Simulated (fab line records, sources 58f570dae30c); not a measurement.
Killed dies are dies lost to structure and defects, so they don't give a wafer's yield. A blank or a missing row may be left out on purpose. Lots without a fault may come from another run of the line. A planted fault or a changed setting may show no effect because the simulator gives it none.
Which tool did it? | flow berkeley_cmos170 | 14 lots, 42 wafers sampled, at 2 steps of a route of 331

WHAT THE GAUGES READ, wafer by wafer
UCB170_M3_BOW_MEAS_20.
lot  | measured     | on            | M3_BOW (um)
L800 | day 9 13:05  | film_metro-02 | 41 53 49
L801 | day 9 22:41  | film_metro-01 | 36 33 39
L802 | day 10 00:16 | film_metro-01 | 25 24 28
L804 | day 10 05:49 | film_metro-01 | 19 19 23
L812 | day 11 18:10 | film_metro-03 | 28 39 44
L813 | day 11 20:02 | film_metro-01 | 33 30 17
L816 | day 11 22:02 | film_metro-02 | 36 33 39
L817 | day 12 04:58 | film_metro-02 | 32 29 20
L814 | day 12 05:13 | film_metro-02 | 31 30 39
L815 | day 12 05:49 | film_metro-03 | 49 42 47
L818 | day 12 10:05 | film_metro-02 | 53 31 45
L822 | day 13 14:14 | film_metro-01 | 53 33 47
L820 | day 13 14:20 | film_metro-03 | 40 27 36
L819 | day 13 14:32 | film_metro-02 | 34 38 22

WHICH TOOL RAN EACH LOT (tool, then ch and the chambers of the sampled wafers, then the start)
lot  | UCB170_M3_DEVELOP_14
L800 | litho_track-03 ch 0, day 9 12:00
L801 | litho_track-02 ch 0, day 9 21:00
L802 | litho_track-04, day 9 23:00
L804 | litho_track-03, day 10 05:00
L812 | litho_track-03 ch 0, day 11 17:00
L813 | litho_track-02 ch 0, day 11 19:00
L816 | litho_track-03 ch 0, day 11 21:00
L817 | litho_track-03 ch 0, day 12 04:00
L814 | litho_track-03 ch 0, day 12 04:00
L815 | litho_track-04 ch 0, day 12 04:00
L818 | litho_track-03 ch 0, day 12 09:00
L822 | litho_track-03 ch 0, day 13 13:00
L820 | litho_track-04 ch 0, day 13 13:00
L819 | litho_track-03 ch 0, day 13 13:00
- UCB170_M3_DEVELOP_14: develop time 45 s.

WHAT THE TOOLS THEMSELVES READ (means of the sampled wafers that have a number; where no wafer has one, the mark that the record gives instead)
UCB170_M3_DEVELOP_14.
lot  | tool           | chill_plate_temp_C (C)
L800 | litho_track-03 | 22.97
L801 | litho_track-02 | 23.14
L802 | litho_track-04 | -
L804 | litho_track-03 | -
L812 | litho_track-03 | 23.16
L813 | litho_track-02 | 23.09
L816 | litho_track-03 | 22.91
L817 | litho_track-03 | 22.97
L814 | litho_track-03 | 23.13
L815 | litho_track-04 | 22.94
L818 | litho_track-03 | 23.10
L822 | litho_track-03 | 22.95
L820 | litho_track-04 | 23.11
L819 | litho_track-03 | 22.97

THE ANSWER, worked out from the rows above alone
Rule: what is usual is taken from the lots themselves. Put in order of their means at a reading, lots are off if they are a third of the lots or fewer, leave a main group of 4 or more, and stand apart from it by a gap of 3 or more times the standard deviation of the main group's means; of several such gaps the widest counts. A main group whose means are all the same, to the digits that the tables above print for the reading, isn't used. A lot without any number at a reading at which 4 lots or more have one is off too. The other lots that the step has rows for count as sound. The gauges are gone through in route order, then the tools' own readings, and for those a lot's mean is taken as printed above. The first step at which some lot is off is used, and at that step the reading that is off furthest; a lot without a number counts as furthest.
Off: L802, L804, at UCB170_M3_DEVELOP_14 (chill_plate_temp_C). Without a number there: L802, L804. The main group: mean 23.04 C, standard deviation 0.088.
A tool fits if, at that step or a process step before it, it ran every lot that is off, and no sound lot after the first of them. None of those tried fits.

WHAT THE SIMULATOR HAD PUT IN
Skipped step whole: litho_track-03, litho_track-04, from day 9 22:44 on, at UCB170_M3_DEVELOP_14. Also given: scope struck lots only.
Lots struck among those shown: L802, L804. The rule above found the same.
